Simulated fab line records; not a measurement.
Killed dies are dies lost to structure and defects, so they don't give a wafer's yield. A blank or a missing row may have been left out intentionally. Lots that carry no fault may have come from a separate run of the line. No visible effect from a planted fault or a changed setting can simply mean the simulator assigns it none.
Split-lot trial :: flow rit cmos :: 5 lots, 23 wafers read, on a route of 202 steps

== ON THE SPLIT ==
At RIT_NWELL_SOFTBAKE_02 (time 60 s), the setting temp c was moved away from the recipe's 90 C on 10 of the 23 wafers read, by -2.8% to +1.9%. All remaining wafers had this setting at the recipe value.

== FROM THE SPLIT TO THE READING: what the file shows between them, 2 steps ==
- RIT_NWELL_EXPOSE_03: exposes mask M2, target cd 43900 nm
- RIT_NWELL_PEB_04

== THE READING ==
NOVOLAK_of_NWELL_COAT_01.thk nm (the simulator's own value, which no gauge read), in nm, at RIT_NWELL_DEVELOP_05 (develop time 66.67 s). The file does not state a usual value for it. Average 1300 nm, standard deviation 2.9 nm, over the 13 wafers here run with the recipe.

wafer: L077.1
tool, chamber at the split: litho track-02, 0
temp c as run, C: 87.44
against the recipe: -2.8%
NOVOLAK_of_NWELL_COAT_01.thk nm, nm: 1311
against lot-mates on the recipe: +14

wafer: L077.2
tool, chamber at the split: litho track-02, 0
temp c as run, C: 90
against the recipe: recipe
NOVOLAK_of_NWELL_COAT_01.thk nm, nm: 1294
against lot-mates on the recipe: -

wafer: L077.3
tool, chamber at the split: litho track-02, 0
temp c as run, C: 87.44
against the recipe: -2.8%
NOVOLAK_of_NWELL_COAT_01.thk nm, nm: 1304
against lot-mates on the recipe: +6

wafer: L077.5
tool, chamber at the split: litho track-02, 0
temp c as run, C: 87.44
against the recipe: -2.8%
NOVOLAK_of_NWELL_COAT_01.thk nm, nm: 1308
against lot-mates on the recipe: +10

wafer: L077.6
tool, chamber at the split: litho track-02, 0
temp c as run, C: 90
against the recipe: recipe
NOVOLAK_of_NWELL_COAT_01.thk nm, nm: 1301
against lot-mates on the recipe: -

wafer: L080.1
tool, chamber at the split: litho track-02, 0
temp c as run, C: 90
against the recipe: recipe
NOVOLAK_of_NWELL_COAT_01.thk nm, nm: 1301
against lot-mates on the recipe: -

wafer: L080.2
tool, chamber at the split: litho track-02, 0
temp c as run, C: 88.89
against the recipe: -1.2%
NOVOLAK_of_NWELL_COAT_01.thk nm, nm: 1307
against lot-mates on the recipe: +6

wafer: L080.5
tool, chamber at the split: litho track-02, 0
temp c as run, C: 88.89
against the recipe: -1.2%
NOVOLAK_of_NWELL_COAT_01.thk nm, nm: 1307
against lot-mates on the recipe: +6

wafer: L080.3
tool, chamber at the split: litho track-02, 0
temp c as run, C: 90
against the recipe: recipe
NOVOLAK_of_NWELL_COAT_01.thk nm, nm: 1300
against lot-mates on the recipe: -

wafer: L080.4
tool, chamber at the split: litho track-02, 0
temp c as run, C: 90
against the recipe: recipe
NOVOLAK_of_NWELL_COAT_01.thk nm, nm: 1302
against lot-mates on the recipe: -

wafer: L079.1
tool, chamber at the split: litho track-01, 0
temp c as run, C: 90
against the recipe: recipe
NOVOLAK_of_NWELL_COAT_01.thk nm, nm: 1297
against lot-mates on the recipe: -

wafer: L079.2
tool, chamber at the split: litho track-01, 0
temp c as run, C: 90
against the recipe: recipe
NOVOLAK_of_NWELL_COAT_01.thk nm, nm: 1295
against lot-mates on the recipe: -

wafer: L079.3
tool, chamber at the split: litho track-01, 0
temp c as run, C: 88.38
against the recipe: -1.8%
NOVOLAK_of_NWELL_COAT_01.thk nm, nm: 1304
against lot-mates on the recipe: +8

wafer: L079.4
tool, chamber at the split: litho track-01, 0
temp c as run, C: 88.38
against the recipe: -1.8%
NOVOLAK_of_NWELL_COAT_01.thk nm, nm: 1300
against lot-mates on the recipe: +4

wafer: L079.6
tool, chamber at the split: litho track-01, 0
temp c as run, C: 88.38
against the recipe: -1.8%
NOVOLAK_of_NWELL_COAT_01.thk nm, nm: 1305
against lot-mates on the recipe: +9

wafer: L081.2
tool, chamber at the split: litho track-02, 0
temp c as run, C: 90
against the recipe: recipe
NOVOLAK_of_NWELL_COAT_01.thk nm, nm: 1300
against lot-mates on the recipe: -

wafer: L081.3
tool, chamber at the split: litho track-02, 0
temp c as run, C: 90
against the recipe: recipe
NOVOLAK_of_NWELL_COAT_01.thk nm, nm: 1305
against lot-mates on the recipe: -

wafer: L081.5
tool, chamber at the split: litho track-02, 0
temp c as run, C: 90
against the recipe: recipe
NOVOLAK_of_NWELL_COAT_01.thk nm, nm: 1301
against lot-mates on the recipe: -

wafer: L082.2
tool, chamber at the split: litho track-01, 0
temp c as run, C: 90
against the recipe: recipe
NOVOLAK_of_NWELL_COAT_01.thk nm, nm: 1300
against lot-mates on the recipe: -

wafer: L082.3
tool, chamber at the split: litho track-01, 0
temp c as run, C: 91.75
against the recipe: +1.9%
NOVOLAK_of_NWELL_COAT_01.thk nm, nm: 1292
against lot-mates on the recipe: -8

wafer: L082.5
tool, chamber at the split: litho track-01, 0
temp c as run, C: 91.75
against the recipe: +1.9%
NOVOLAK_of_NWELL_COAT_01.thk nm, nm: 1292
against lot-mates on the recipe: -8

wafer: L082.4
tool, chamber at the split: litho track-01, 0
temp c as run, C: 90
against the recipe: recipe
NOVOLAK_of_NWELL_COAT_01.thk nm, nm: 1298
against lot-mates on the recipe: -

wafer: L082.6
tool, chamber at the split: litho track-01, 0
temp c as run, C: 90
against the recipe: recipe
NOVOLAK_of_NWELL_COAT_01.thk nm, nm: 1302
against lot-mates on the recipe: -

THE FIT
A straight line over all 23 wafers: NOVOLAK_of_NWELL_COAT_01.thk nm changes by -3.07 nm for each +1% of temp c; r = -0.80; the points scatter about the line by 3 nm.
The same after taking each lot's own level away (the mean of its wafers on the recipe; 23 wafers): -3.83 nm for each +1%; r = -0.92; scatter 2.1 nm.
That fit puts the effect of the largest move of temp c on the reading at 11 nm.
The span of the lots' own levels, 1296.0 to 1302.0 nm, comes to 2.1 times the standard deviation stated above.
Thus the slope moves with the lot-to-lot level: the two fits are different.
Check: with one of the wafers moved furthest among these (-2.8%) left out of the fit, the line predicts +10.3 nm for it against its lot-mates. Against them it came out at +13.5 nm.

== THE OTHER SPLITS THESE WAFERS WENT THROUGH ==
Other splits were also applied to these wafers ahead of the reading. Each is held against what the fit with the lots' levels taken away leaves over:
other split on the same wafers: RIT_FOX2_OXIDATION_00 temp c
wafers away from the commonest value: 15
r with NOVOLAK_of_NWELL_COAT_01.thk nm (lot level and that fit taken away): -0.11

== FILE'S OWN FIT ==
NOVOLAK_of_NWELL_COAT_01.thk nm changes by -3.87 nm for each +1% of temp c, r = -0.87.
